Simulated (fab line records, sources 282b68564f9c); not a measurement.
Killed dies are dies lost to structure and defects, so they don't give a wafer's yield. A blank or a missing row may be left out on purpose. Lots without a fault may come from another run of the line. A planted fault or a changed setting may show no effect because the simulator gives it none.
A struck lot beside a sound one | flow rit_cmos | 20 steps out of a route of 202
Sound: wafers L511.1, L511.3, L511.6. Struck: wafers L530.1, L530.4, L530.5. The cause comes at the end.
At each step with rows: each side's tool, then ch and its chambers, then its first start. Under that, the readings that differ: sound wafers | struck wafers | difference of the means | sigmas: that difference in standard deviations of wafers without a fault.
alike: readings whose means differ by less than 2 such deviations, and words and numbers that are the same on both sides. not compared: withheld readings, readings that some wafer has no value for, bounds like >300 that may hide the same value, and numbers for which the record gives no deviation and whose values overlap.
The two part at a step that has a row with sigmas, a row that says differs or no value, or rows on one side only. Numbers that don't overlap but have no deviation are shown without sigmas and don't part them. A reading that every wafer of one side lacks parts them only if that side has two wafers or more.

first, 2 steps without rows for these wafers: RIT_NWELL_HARDBAKE_07 (time 120 s); RIT_NWELL_IMPLANT_08.
RIT_NWELL_STRIP_09: strips in O2, time 180 s.
  sound on plasma_asher-03 ch 0,1, day 3 00:26; struck on plasma_asher-04 ch 1, day 6 19:28
  alike: drypump_motor_current_A
  not compared: rf_hours_counter_h
RIT_NWELL_TW_MEAS_10:
  sound on film_metro-04, day 3 00:37; struck on film_metro-04, day 6 19:39
  alike: NWELL_TW
then, 6 steps without rows for these wafers: RIT_PWELL_HMDS_00 (prime time 60 s); RIT_PWELL_COAT_01 (resist thk 1300 nm); RIT_PWELL_SOFTBAKE_02 (time 60 s); RIT_PWELL_EXPOSE_03 (exposes mask M3, target cd 43700 nm); RIT_PWELL_PEB_04; RIT_PWELL_DEVELOP_05 (develop time 68 s).
RIT_PWELL_OVL_MEAS_06:
  sound on overlay-01, day 3 01:41; struck on overlay-01, day 6 20:50
  reading        | sound          | struck      | difference | sigmas
  PWELL_OVL (nm) | -2.3 -2.9 -1.0 | 1.8 1.0 1.8 | +3.6       | +3
then, 1 step without rows for these wafers: RIT_PWELL_HARDBAKE_07 (time 120 s).
RIT_PWELL_IMPLANT_08:
  sound on implanter-02 ch 0, day 3 01:58; struck on implanter-03 ch 0, day 6 21:07
  reading            | sound                         | struck                           | difference  | sigmas
  dose_ions_cm2      | 7.004e+13 7.002e+13 7.005e+13 | 1.2159e+14 1.2177e+14 1.2162e+14 | +5.1623e+13 | +99 or more
  faraday_current_uA | 223 224 223                   | 393 382 381                      | +162        | +42
RIT_PWELL_STRIP_09: strips in O2, time 180 s.
  sound on plasma_asher-02 ch 0,1, day 3 02:07; struck on plasma_asher-04 ch 0,1, day 6 21:16
  alike: drypump_motor_current_A
  not compared: rf_hours_counter_h
RIT_PWELL_TW_MEAS_10:
  sound on film_metro-03, day 3 02:17; struck on film_metro-04, day 6 21:26
  reading  | sound       | struck         | difference | sigmas
  PWELL_TW | 948 948 945 | 1133 1141 1138 | +190       | +29
then, 1 step without rows for these wafers: RIT_WELLDRIVE_ANNEAL_00 (time 14700 s).
RIT_WELLDRIVE_RS_MEAS_01: measures by four-point-probe.
  sound on film_metro-03, day 3 09:19; struck on film_metro-01, day 7 02:35
  alike: NWELL_RS
RIT_WELLDRIVE_RS_MEAS_02: measures by four-point-probe.
  sound on film_metro-03, day 3 09:26; struck on film_metro-01, day 7 02:42
  reading           | sound             | struck            | difference | sigmas
  PWELL_RS (ohm/sq) | 429.2 429.2 430.3 | 306.1 305.7 306.0 | -123.6     | -95
then, 1 step without rows for these wafers: RIT_NRETRO_HMDS_00 (prime time 60 s).
RIT_M1_PROBE_99:
  sound on prober-01, day 4 20:54; struck on prober-02, day 8 11:46
  reading                             | sound             | struck            | difference | sigmas
  model.etest.nmos_0p3.r_on_ohm_um    | 2175 2179 2226    | 2708 2689 2712    | +510       |
  model.etest.nmos_0p15.r_on_ohm_um   | 1146 1148 1157    | 1388 1372 1370    | +226       |
  model.etest.pwell_pinched.rs_ohm_sq | 448 450.5 457.6   | 317 318.4 321.8   | -133       |
  model.etest.nmos_turned.drive_ua_um | 317.9 314.4 301.1 | 207.4 199.2 204.6 | -107.4     |
  model.etest.nmos_0p15.drive_ua_um   | 462.2 459.6 455   | 338.6 342.7 342.1 | -117.8     |
  model.etest.pwell.rs_ohm_sq         | 403 406.4 410.8   | 292.6 287.7 292.3 | -115.9     |
  model.etest.nmos_narrow.drive_ua_um | 225.9 224.3 221.7 | 153.4 154.9 152.6 | -70.3      |
  model.etest.nmos_0p3.drive_ua_um    | 223.3 222.5 218.2 | 153.5 156.8 152.2 | -67.2      |
  alike: killed_at_contacts, killed_at_front_end, killed_dies, killed_open, killed_short

WHERE THEY PART
First at RIT_PWELL_OVL_MEAS_06; last, within this record, at RIT_WELLDRIVE_RS_MEAS_02. Later steps at which nothing parts them and some readings are alike: RIT_M1_PROBE_99.

WHY: what the simulator had put in
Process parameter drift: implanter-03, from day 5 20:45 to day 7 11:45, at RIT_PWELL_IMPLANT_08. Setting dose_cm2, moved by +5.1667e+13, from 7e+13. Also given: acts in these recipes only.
